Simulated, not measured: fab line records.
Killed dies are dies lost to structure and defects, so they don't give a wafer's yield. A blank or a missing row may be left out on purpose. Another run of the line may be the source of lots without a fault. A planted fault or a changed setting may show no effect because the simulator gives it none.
Problem report, 8D (eight disciplines) form, completed by code + flow berkeley-cmos170 + the parts of the form that need people (team, actions taken, sign-off) are left out

## 1. THE ISSUE
Across 6 wafers from 2 lots, NWELL_TW at UCB170_NWELL_TW_MEAS_16 averages 1416, while fault-free wafers read 1263 with a standard deviation of 15. That puts it +10 standard deviations away from the usual mean.
First seen on wafer L481.2, day 6 10:18, on film-metro-02. The record has a number at this step for 42 wafers belonging to 14 lots. Rule for "out", or "out of limits": more than 4 standard deviations from the usual mean. All remaining wafers that have a number are taken as sound.

## 2. WHAT IT IS, AND WHAT IT ISN'T
| question                    | is                           | is not                                                                 |
|-----------------------------|------------------------------|------------------------------------------------------------------------|
| which readings at this step | NWELL_TW                     | -                                                                      |
| which lots                  | L481, L482                   | L463, L464, L466, L467, L468, L469, L471, L472, L473, L474, L476, L479 |
| which wafers of those lots  | all that have a number       | -                                                                      |
| read on which gauges        | film-metro-02, film-metro-04 | -                                                                      |
| when                        | from day 6 10:18             | up to then (36 sound wafers)                                           |

## 3. WHAT RULES OUT EACH SUSPECT
Counting: a tool stays on the suspect list if, at a process step up to the reading, it processed all lots that are out and no sound lot following the first of them.
- ruled out: the gauge at UCB170_NWELL_TW_MEAS_16. The wafers that are out were read on 2 gauges (film-metro-02, film-metro-04).
- implanter-03 at UCB170_NWELL_IMPLANT_14: kept. It ran every lot that is out, first L481 (day 6 10:04), and no sound lot after that; its last sound lot up to then is L479 (day 5 19:36). Its own dose-ions-cm2, faraday-current-uA readings are out on those wafers.
After counting, what remains is implanter-03 at UCB170_NWELL_IMPLANT_14.

## 4. THE CAUSE (what the simulator had put in)
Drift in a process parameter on implanter-03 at UCB170_NWELL_IMPLANT_14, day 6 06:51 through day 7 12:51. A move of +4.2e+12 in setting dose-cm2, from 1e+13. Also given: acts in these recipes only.
The count eliminated every tool but this one.

## 5. SEQUENCE OF EFFECTS, ordered by route
One row per reading whose mean, taken over the struck wafers that have a number, lies over 3 standard deviations from the usual. Readings are gone through only where the record gives a usual standard deviation; hours: the median, over the lots, of the time from a lot's start at the first step in this table giving one to that lot's start at this step; sigmas: the change measured in usual standard deviations.
| hours | step                    | reading            | usual      | on struck wafers | change      | sigmas      |
|-------|-------------------------|--------------------|------------|------------------|-------------|-------------|
| 0     | UCB170_NWELL_IMPLANT_14 | dose-ions-cm2      | 1.0002e+13 | 1.4202e+13       | +4.1995e+12 | +99 or more |
| 0     | UCB170_NWELL_IMPLANT_14 | faraday-current-uA | 31.7       | 45.1             | +13.4       | +22         |
| 0     | UCB170_NWELL_TW_MEAS_16 | NWELL_TW           | 1263       | 1416             | +154        | +10         |
It contains these process steps:
- UCB170_NWELL_IMPLANT_14
At these later measuring or inspecting steps, every struck wafer for which the step has a row has a number for every such reading, and none has moved that far: UCB170_V2_CD_MEAS_90.

## 6. WHAT WOULD HAVE CAUGHT IT SOONER
In this record the first reading out of limits at a measuring or inspecting step was taken at day 6 10:18, 3 hours after the fault began at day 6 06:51.
At UCB170_NWELL_IMPLANT_14, the tool's own readings (dose-ions-cm2, faraday-current-uA) were out on each struck wafer the step has a row for, so an alarm limit on them would have fired on the first such wafer.
Of the lots that are out (2), L482 began UCB170_NWELL_IMPLANT_14 on implanter-03 after day 6 10:18. A hold on the tool at that time would have spared it.
